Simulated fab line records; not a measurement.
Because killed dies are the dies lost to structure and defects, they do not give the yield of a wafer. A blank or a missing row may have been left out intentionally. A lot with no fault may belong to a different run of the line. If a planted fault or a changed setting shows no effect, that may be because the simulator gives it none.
Code-filled problem report in 8D (eight disciplines) form | flow rit_cmos | the parts of the form that need people (team, actions taken, sign-off) are left out

== 1. WHAT WENT WRONG ==
run_length_s at RIT_GATE_ETCH_19 reads a mean of 152.5 s on 1 wafer of 1 lot; wafers without a fault read 193.2 s with a standard deviation of 0.44. That is -92 standard deviations from the usual mean.
The step: etches poly-Si in SF6/CHF3/O2, stops on SiO2, time 165 s, target depth 312.5 nm.
First observed at day 6 12:32: wafer L860.6, on rie_si-02. Wafers with a number at this step in the record: 15, from 5 lots. The rule behind "out" and "out of limits": a value lying over 4 standard deviations away from the usual mean. All remaining wafers that have a number are taken as sound.

== 2. WHAT IT IS, AND WHAT IT ISN'T ==
question                    | is                           | is not
which readings at this step | run_length_s, oes_product_au | drypump_motor_current_A, throttle_valve_pct
which lots                  | L860                         | L846, L852, L857, L861
which wafers of those lots  | L860.6                       | L860.3, L860.5
read on which tools         | rie_si-02                    | rie_si-01
when                        | from day 6 12:32             | up to then (11 sound wafers); but 3 sound wafers of L861 came after

== 3. WHAT RULES OUT EACH SUSPECT ==
Counting: if a tool at a process step up to the reading ran every lot that is out, it stays a suspect. Sound lots after the first of them don't rule it out here, since some wafers of a struck lot are sound.
- litho_track-04 at RIT_GATE_SOFTBAKE_12 (time 61.23 s): kept. It processed L860, the lot that is out, at day 6 11:43, and its most recent sound lot before then was L857 at day 5 19:23.
- rie_si-02 at RIT_GATE_ETCH_19 (etches poly-Si in SF6/CHF3/O2, stops on SiO2, time 165 s, target depth 312.5 nm): kept. It processed L860, the lot that is out, at day 6 12:32, and its most recent sound lot before then was L852 at day 4 19:55. Out on those wafers are its own readings of oes_product_au, run_length_s.
- Within rie_si-02 at RIT_GATE_ETCH_19: the wafers that are out ran in chamber 3; their sound lot-mates ran in chambers 0, 2.
Left after counting: litho_track-04 at RIT_GATE_SOFTBAKE_12, rie_si-02 at RIT_GATE_ETCH_19.

== 4. THE CAUSE (what the simulator had put in) ==
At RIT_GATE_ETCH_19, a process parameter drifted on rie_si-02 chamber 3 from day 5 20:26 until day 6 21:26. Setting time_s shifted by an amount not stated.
2 suspects survive the count, and this tool is in that group.

== 5. THE CHAIN OF EFFECTS, in route order ==
Each row: a reading where the mean over the struck wafers with a number is more than 3 standard deviations away from the usual. Readings are gone through only where the record gives a usual standard deviation; hours: the median, over the lots, of the time from a lot's start at the first step in this table giving one to that lot's start at this step; sigmas: the change measured in usual standard deviations.
hours | step             | reading        | usual      | on struck wafers | change | sigmas
0     | RIT_GATE_ETCH_19 | oes_product_au | 0.850 a.u. | 1.007            | +0.157 | +12
0     | RIT_GATE_ETCH_19 | run_length_s   | 193.2 s    | 152.5            | -40.7  | -92
Process steps it contains:
- RIT_GATE_ETCH_19: etches poly-Si in SF6/CHF3/O2, stops on SiO2, time 165 s, target depth 312.5 nm.
Readings that are blank on the struck wafers while sound wafers have them: rf_fwd_power_W at RIT_GATE_ETCH_19.

== 6. WHAT WOULD HAVE CAUGHT IT SOONER ==
In this record the first reading out of limits was taken at day 6 12:32, 16 hours after the fault began at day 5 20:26.
